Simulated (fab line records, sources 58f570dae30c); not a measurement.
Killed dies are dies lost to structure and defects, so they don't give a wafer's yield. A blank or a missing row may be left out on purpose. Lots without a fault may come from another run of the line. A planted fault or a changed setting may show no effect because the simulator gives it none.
Tool commonality check | flow berkeley_cmos170 | 14 lots, 42 wafers sampled

WHY IT WAS OPENED
At UCB170_SDANNEAL_RS_MEAS_05 the reading NLDD_RS is flagged on 2 of 14 lots. Wafers without a fault read 615.9 ohm/sq, standard deviation 1.4.
Rule: a lot is flagged when every wafer of it that has a number lies more than 4 standard deviations from that mean, or none has a number. The other lots count as sound.

lot  | measured     | on            | NLDD_RS (ohm/sq), wafer by wafer | flag
L709 | day 6 12:02  | film_metro-02 | 615.9 614.7 614.7                |
L710 | day 7 00:55  | film_metro-02 | 616.5 616.5 617.2                |
L714 | day 8 02:26  | film_metro-04 | 613.7 613.3 614.6                |
L715 | day 8 11:01  | film_metro-02 | 616.9 615.8 615.9                |
L716 | day 8 11:16  | film_metro-03 | 615.2 615.0 615.3                |
L717 | day 8 19:25  | film_metro-03 | 615.4 616.1 613.1                |
L718 | day 8 20:22  | film_metro-02 | 614.7 615.1 616.3                |
L720 | day 9 11:38  | film_metro-03 | 619.2 617.4 617.3                |
L721 | day 9 11:49  | film_metro-04 | 614.8 614.7 616.3                |
L724 | day 9 23:05  | film_metro-04 | 656.8 657.0 655.2                | FLAGGED
L726 | day 10 12:44 | film_metro-03 | 653.1 653.5 652.3                | FLAGGED
L725 | day 10 15:43 | film_metro-03 | 614.9 615.5 616.1                |
L732 | day 11 10:41 | film_metro-04 | 618.3 617.5 617.4                |
L731 | day 11 12:58 | film_metro-03 | 616.0 617.2 616.8                |
The numbers of the flagged lots are 654.6 ohm/sq on average: +38.8 ohm/sq against the usual, or +28 standard deviations.

WHICH TOOL RAN EACH LOT
The record holds 2 process steps before the reading, out of a route of 331 steps. In each cell: the tool, then ch and the chambers that the sampled wafers went through, then the start.
lot  | flag    | UCB170_PWELL_ETCH_14              | UCB170_NLDD_IMPLANT_08
L709 |         | rie_diel-01 ch 1,2,3, day 2 21:32 | implanter-04 ch 0, day 6 00:29
L710 |         | rie_diel-01 ch 2,3, day 3 05:14   | implanter-04 ch 0, day 6 12:22
L714 |         | rie_diel-02 ch 1,2,3, day 4 04:19 | implanter-02 ch 0, day 7 17:00
L715 |         | rie_diel-01 ch 1,2,3, day 4 13:08 | implanter-01 ch 0, day 8 01:50
L716 |         | rie_diel-03 ch 1,2, day 4 13:35   | implanter-02 ch 0, day 8 01:35
L717 |         | rie_diel-03 ch 0,1,2, day 4 20:14 | implanter-04 ch 0, day 8 08:58
L718 |         | rie_diel-01 ch 0,1, day 5 00:52   | implanter-02 ch 0, day 8 09:00
L720 |         | rie_diel-03 ch 1,2, day 5 09:25   | implanter-02 ch 0, day 9 00:06
L721 |         | rie_diel-03 ch 0,2,3, day 5 15:43 | implanter-01 ch 0, day 9 00:16
L724 | FLAGGED | rie_diel-03 ch 1,2,3, day 6 02:11 | implanter-02 ch 0, day 9 09:25
L726 | FLAGGED | rie_diel-03 ch 0,2,3, day 6 18:46 | implanter-02 ch 0, day 10 02:31
L725 |         | rie_diel-03 ch 0,2, day 6 11:32   | implanter-01 ch 0, day 10 07:07
L732 |         | rie_diel-02 ch 1,3, day 7 19:48   | implanter-04 ch 0, day 10 22:49
L731 |         | rie_diel-03 ch 0,1, day 7 16:57   | implanter-01 ch 0, day 10 23:02
What these steps do:
- UCB170_PWELL_ETCH_14: etches Si3N4 in CH3F/Ar/O2, stops on SiO2, target depth 242 nm, time 151 s.
- UCB170_NLDD_IMPLANT_08
- UCB170_SDANNEAL_RS_MEAS_05: measures by four-point-probe.

FLAGGED OVER TOTAL, TOOL BY TOOL (the gauges that took the reading come last)
step                       | tool          | lots run | flagged | share of the flagged lots | sound lots run after its first flagged lot
UCB170_PWELL_ETCH_14       | rie_diel-01   | 4        | 0       | none                      | -
UCB170_PWELL_ETCH_14       | rie_diel-02   | 2        | 0       | none                      | -
UCB170_PWELL_ETCH_14       | rie_diel-03   | 8        | 2       | all                       | 2 (L725,L731)
UCB170_NLDD_IMPLANT_08     | implanter-01  | 4        | 0       | none                      | -
UCB170_NLDD_IMPLANT_08     | implanter-02  | 6        | 2       | all                       | 0
UCB170_NLDD_IMPLANT_08     | implanter-04  | 4        | 0       | none                      | -
UCB170_SDANNEAL_RS_MEAS_05 | film_metro-02 | 4        | 0       | none                      | -
UCB170_SDANNEAL_RS_MEAS_05 | film_metro-03 | 6        | 1       | some                      | 2 (L725,L731)
UCB170_SDANNEAL_RS_MEAS_05 | film_metro-04 | 4        | 1       | some                      | 1 (L732)

WHAT THE TABLE ALLOWS
2 rows of the table ran every flagged lot: rie_diel-03 at UCB170_PWELL_ETCH_14, implanter-02 at UCB170_NLDD_IMPLANT_08.
- rie_diel-03 at UCB170_PWELL_ETCH_14: 2 of its 8 lots flagged. Sound lots ran on it after the first flagged one (L725, L731), which a lasting fault on the whole tool wouldn't allow.
- implanter-02 at UCB170_NLDD_IMPLANT_08: 2 of its 6 lots flagged. Its last sound lot is L720 (day 9 00:06), its first flagged lot L724 (day 9 09:25): a fault that began between those two fits. Its own readings lie more than 4 standard deviations out on every wafer of the flagged lots: dose_ions_cm2, faraday_current_uA.
One tool is left: implanter-02 at UCB170_NLDD_IMPLANT_08.

WHAT THE SIMULATOR HAD PUT IN
Process parameter drift: implanter-02, from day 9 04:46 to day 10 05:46, at UCB170_NLDD_IMPLANT_08. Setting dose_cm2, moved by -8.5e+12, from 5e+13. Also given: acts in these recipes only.
Lots struck among those shown: L724, L726. The rule above found the same.
